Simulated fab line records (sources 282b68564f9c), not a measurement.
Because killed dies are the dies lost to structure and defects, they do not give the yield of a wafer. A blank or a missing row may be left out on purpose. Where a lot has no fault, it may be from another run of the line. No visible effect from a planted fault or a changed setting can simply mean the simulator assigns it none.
The tool behind it: which one? :: flow rit cmos :: 42 wafers from 14 lots sampled at 3 of the route's 202 steps

WHAT THE GAUGES READ, wafer by wafer
RIT_NWELL_TW_MEAS_10. Usual: NWELL_TW 2132, standard deviation 22.
lot: L625
measured: day 1 21:53
on: film metro-03
NWELL_TW: 2123 2115 2130
flag: 

lot: L626
measured: day 2 02:05
on: film metro-03
NWELL_TW: 2123 2120 2110
flag: 

lot: L627
measured: day 2 06:53
on: film metro-04
NWELL_TW: 2163 2174 2165
flag: 

lot: L628
measured: day 2 11:59
on: film metro-02
NWELL_TW: 2110 2111 2108
flag: 

lot: L629
measured: day 2 18:11
on: film metro-03
NWELL_TW: 2129 2127 2129
flag: 

lot: L630
measured: day 2 23:22
on: film metro-03
NWELL_TW: 2119 2125 2109
flag: 

lot: L632
measured: day 3 07:52
on: film metro-02
NWELL_TW: 2113 2118 2107
flag: 

lot: L633
measured: day 3 14:16
on: film metro-02
NWELL_TW: 2216 2222 2222 2215 2215 2226
flag: OFF

lot: L635
measured: day 3 23:23
on: film metro-03
NWELL_TW: 2221 2236 2235 2233 2244 2231
flag: OFF

lot: L641
measured: day 5 05:35
on: film metro-02
NWELL_TW: 2140 2148 2119
flag: 

lot: L642
measured: day 5 12:19
on: film metro-04
NWELL_TW: 2147 2146 2145
flag: 

lot: L643
measured: day 5 15:07
on: film metro-04
NWELL_TW: 2178 2160 2154
flag: 

lot: L646
measured: day 6 06:07
on: film metro-02
NWELL_TW: 2099 2118 2107
flag: 

lot: L648
measured: day 6 16:15
on: film metro-02
NWELL_TW: 2106 2106 2117
flag: 

RIT_WELLDRIVE_RS_MEAS_01: a four-point-probe measurement. Usual: NWELL_RS 275.9 ohm/sq, standard deviation 0.73.
lot: L625
measured: day 2 04:37
on: film metro-03
NWELL_RS (ohm/sq): 276.0 276.5 276.3
flag: 

lot: L626
measured: day 2 08:58
on: film metro-02
NWELL_RS (ohm/sq): 276.1 276.4 276.4
flag: 

lot: L627
measured: day 2 13:43
on: film metro-02
NWELL_RS (ohm/sq): 276.7 277.2 275.7
flag: 

lot: L628
measured: day 2 18:47
on: film metro-03
NWELL_RS (ohm/sq): 276.0 276.2 275.8
flag: 

lot: L629
measured: day 3 01:01
on: film metro-03
NWELL_RS (ohm/sq): 276.9 276.2 277.0
flag: 

lot: L630
measured: day 3 06:11
on: film metro-03
NWELL_RS (ohm/sq): 276.2 276.4 276.3
flag: 

lot: L632
measured: day 3 14:37
on: film metro-04
NWELL_RS (ohm/sq): 275.3 274.8 275.7
flag: 

lot: L633
measured: day 4 02:47
on: film metro-04
NWELL_RS (ohm/sq): 250.7 250.6 250.8 251.1 250.9 250.2
flag: OFF

lot: L635
measured: day 4 08:20
on: film metro-03
NWELL_RS (ohm/sq): 252.1 252.0 252.3 251.8 251.9 252.3
flag: OFF

lot: L641
measured: day 5 12:28
on: film metro-02
NWELL_RS (ohm/sq): 275.5 275.9 275.5
flag: 

lot: L642
measured: day 5 19:01
on: film metro-03
NWELL_RS (ohm/sq): 276.1 277.2 276.7
flag: 

lot: L643
measured: day 5 22:25
on: film metro-02
NWELL_RS (ohm/sq): 276.8 275.6 276.8
flag: 

lot: L646
measured: day 6 13:01
on: film metro-03
NWELL_RS (ohm/sq): 276.8 276.6 275.5
flag: 

lot: L648
measured: day 6 23:15
on: film metro-02
NWELL_RS (ohm/sq): 274.7 275.4 274.2
flag: 

WHICH TOOL RAN EACH LOT (tool, then ch and the chambers of the sampled wafers, then the start)
lot: L625
RIT_NWELL_IMPLANT_08: implanter-01 ch 0, day 1 21:34

lot: L626
RIT_NWELL_IMPLANT_08: implanter-01 ch 0, day 2 01:47

lot: L627
RIT_NWELL_IMPLANT_08: implanter-02 ch 0, day 2 06:34

lot: L628
RIT_NWELL_IMPLANT_08: implanter-02 ch 0, day 2 11:39

lot: L629
RIT_NWELL_IMPLANT_08: implanter-04 ch 0, day 2 17:52

lot: L630
RIT_NWELL_IMPLANT_08: implanter-04 ch 0, day 2 23:03

lot: L632
RIT_NWELL_IMPLANT_08: implanter-02 ch 0, day 3 07:32

lot: L633
RIT_NWELL_IMPLANT_08: implanter-04 ch 0, day 3 13:57

lot: L635
RIT_NWELL_IMPLANT_08: implanter-04 ch 0, day 3 23:04

lot: L641
RIT_NWELL_IMPLANT_08: implanter-01 ch 0, day 5 05:16

lot: L642
RIT_NWELL_IMPLANT_08: implanter-02 ch 0, day 5 12:00

lot: L643
RIT_NWELL_IMPLANT_08: implanter-02 ch 0, day 5 14:49

lot: L646
RIT_NWELL_IMPLANT_08: implanter-01 ch 0, day 6 05:47

lot: L648
RIT_NWELL_IMPLANT_08: implanter-04 ch 0, day 6 15:58
- RIT_NWELL_IMPLANT_08

AS READ BY THE TOOLS THEMSELVES (means over the sampled wafers that have a number; for cases with no such wafer, the mark the record gives instead)
RIT_NWELL_IMPLANT_08. Usual: dose ions cm2 4.999e+13, standard deviation 5.5e+10; end station pressure torr 5.15e-06 Torr, standard deviation 2.6e-07; faraday current uA 158, standard deviation 3.2.
lot: L625
tool: implanter-01
dose ions cm2: 4.996e+13
end station pressure torr (Torr): 5.26e-06
faraday current uA: 158
flag: 

lot: L626
tool: implanter-01
dose ions cm2: 5.003e+13
end station pressure torr (Torr): 5.22e-06
faraday current uA: 156
flag: 

lot: L627
tool: implanter-02
dose ions cm2: 5.000e+13
end station pressure torr (Torr): 4.92e-06
faraday current uA: 155
flag: 

lot: L628
tool: implanter-02
dose ions cm2: 4.992e+13
end station pressure torr (Torr): 5.03e-06
faraday current uA: 158
flag: 

lot: L629
tool: implanter-04
dose ions cm2: 4.997e+13
end station pressure torr (Torr): 5.03e-06
faraday current uA: 155
flag: 

lot: L630
tool: implanter-04
dose ions cm2: 4.994e+13
end station pressure torr (Torr): 5.09e-06
faraday current uA: 159
flag: 

lot: L632
tool: implanter-02
dose ions cm2: 5.001e+13
end station pressure torr (Torr): 5.09e-06
faraday current uA: 157
flag: 

lot: L633
tool: implanter-04
dose ions cm2: 5.802e+13
end station pressure torr (Torr): 5.15e-06
faraday current uA: 186
flag: OFF

lot: L635
tool: implanter-04
dose ions cm2: 5.800e+13
end station pressure torr (Torr): 5.10e-06
faraday current uA: 183
flag: OFF

lot: L641
tool: implanter-01
dose ions cm2: 4.995e+13
end station pressure torr (Torr): 5.32e-06
faraday current uA: 158
flag: 

lot: L642
tool: implanter-02
dose ions cm2: 5.005e+13
end station pressure torr (Torr): 5.13e-06
faraday current uA: 161
flag: 

lot: L643
tool: implanter-02
dose ions cm2: 5.000e+13
end station pressure torr (Torr): 4.98e-06
faraday current uA: 154
flag: 

lot: L646
tool: implanter-01
dose ions cm2: 4.999e+13
end station pressure torr (Torr): 5.54e-06
faraday current uA: 155
flag: 

lot: L648
tool: implanter-04
dose ions cm2: 4.999e+13
end station pressure torr (Torr): 5.07e-06
faraday current uA: 162
flag: 

THE ANSWER, worked out from the rows above alone
Rule: lot off if the mean of its wafers having a number is beyond 3 standard deviations from the usual mean. Also off: a lot with no number at a reading for which 4 or more lots have one. The other lots that the step has rows for count as sound. The gauges are gone through in route order, then the tools' own readings, and for those a lot's mean is taken as printed above. The first step at which some lot is off is used, and at that step the reading that is off furthest; a lot without a number counts as furthest.
Off: at RIT_NWELL_TW_MEAS_10 (NWELL_TW), L633, L635.
A tool fits if, at a process step before that reading, it ran every lot that is off, and no sound lot after the first of them. Not tried: the gauges at RIT_NWELL_TW_MEAS_10; whatever is off there is also off at RIT_NWELL_IMPLANT_08, on other tools, and gauge error can't account for it. No candidate that was tried fits.

WHAT WAS PUT IN BY THE SIMULATOR
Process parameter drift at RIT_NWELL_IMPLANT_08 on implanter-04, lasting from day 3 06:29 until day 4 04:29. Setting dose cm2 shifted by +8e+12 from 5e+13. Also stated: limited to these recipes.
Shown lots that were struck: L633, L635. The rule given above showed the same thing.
